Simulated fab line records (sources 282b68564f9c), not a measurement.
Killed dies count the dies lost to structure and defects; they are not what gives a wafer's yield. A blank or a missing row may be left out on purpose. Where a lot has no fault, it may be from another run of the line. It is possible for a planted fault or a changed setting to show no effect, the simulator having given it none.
8D (eight disciplines) problem report, filled in by code :: flow rit cmos :: the parts of the form that need people (team, actions taken, sign-off) are left out

1. WHAT IS WRONG
At RIT_ACTIVE_SOFTBAKE_07, run length s averages 82.88 s over 6 wafers from 2 lots, while fault-free wafers read 89.30 s, standard deviation 0.13. Measured from the usual mean, that is -49 standard deviations.
The step: time 60 s.
Earliest sighting: wafer L166.3 on litho track-03 at day 3 16:43. Wafers with a number at this step in the record: 42, from 14 lots. The rule behind "out" and "out of limits": a value lying over 4 standard deviations away from the usual mean. The rest of the wafers with a number are treated as sound.

2. WHAT IT IS AND WHAT IT IS NOT
question: which readings at this step
is: run length s, heater power total W
is not: -

question: which lots
is: L166, L169
is not: L156, L157, L158, L159, L161, L162, L163, L165, L167, L168, L174, L179

question: which wafers of those lots
is: all that have a number
is not: -

question: read on which tools
is: litho track-03
is not: litho track-01, litho track-04

question: when
is: from day 3 16:43
is not: up to then (24 sound wafers); but 12 sound wafers of L167, L168, L174, L179 came after

3. THE SUSPECTS, EACH WITH WHAT RULES IT OUT
Counting: a tool stays on the suspect list if, at a process step up to the reading, it processed all lots that are out and no sound lot following the first of them.
- litho track-03 at RIT_ACTIVE_SOFTBAKE_07 (time 60 s): kept. All lots that are out passed through it, beginning with L166 at day 3 16:43, and no sound lot followed; its final sound lot before that point was L165 at day 3 11:37. On those wafers its own readings are out: heater power total W, run length s.
After counting, what remains is litho track-03 at RIT_ACTIVE_SOFTBAKE_07.

4. THE CAUSE (what the simulator had put in)
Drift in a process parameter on litho track-03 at RIT_ACTIVE_SOFTBAKE_07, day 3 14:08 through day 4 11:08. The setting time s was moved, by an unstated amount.
Only this tool survived the counting.

5. THE CHAIN OF EFFECTS, in route order
Rows list readings where the struck wafers' mean (over those with a number) sits beyond 3 standard deviations from the usual. Only readings whose record carries a usual standard deviation are examined. hours: median over the lots of the time between each lot's start at the first step of this table that gives one and its start at this step. sigmas: the change, counted in usual standard deviations.
hours: 0
step: RIT_ACTIVE_SOFTBAKE_07
reading: heater power total W
usual: 34.57 W
on struck wafers: 35.74
change: +1.17
sigmas: +25

hours: 0
step: RIT_ACTIVE_SOFTBAKE_07
reading: run length s
usual: 89.30 s
on struck wafers: 82.88
change: -6.42
sigmas: -49
It contains these process steps:
- RIT_ACTIVE_SOFTBAKE_07: time 60 s.

6. HOW IT WOULD HAVE BEEN CAUGHT EARLIER
First out-of-limits reading in this record: day 3 16:43, which is 3 hours after fault onset at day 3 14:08.
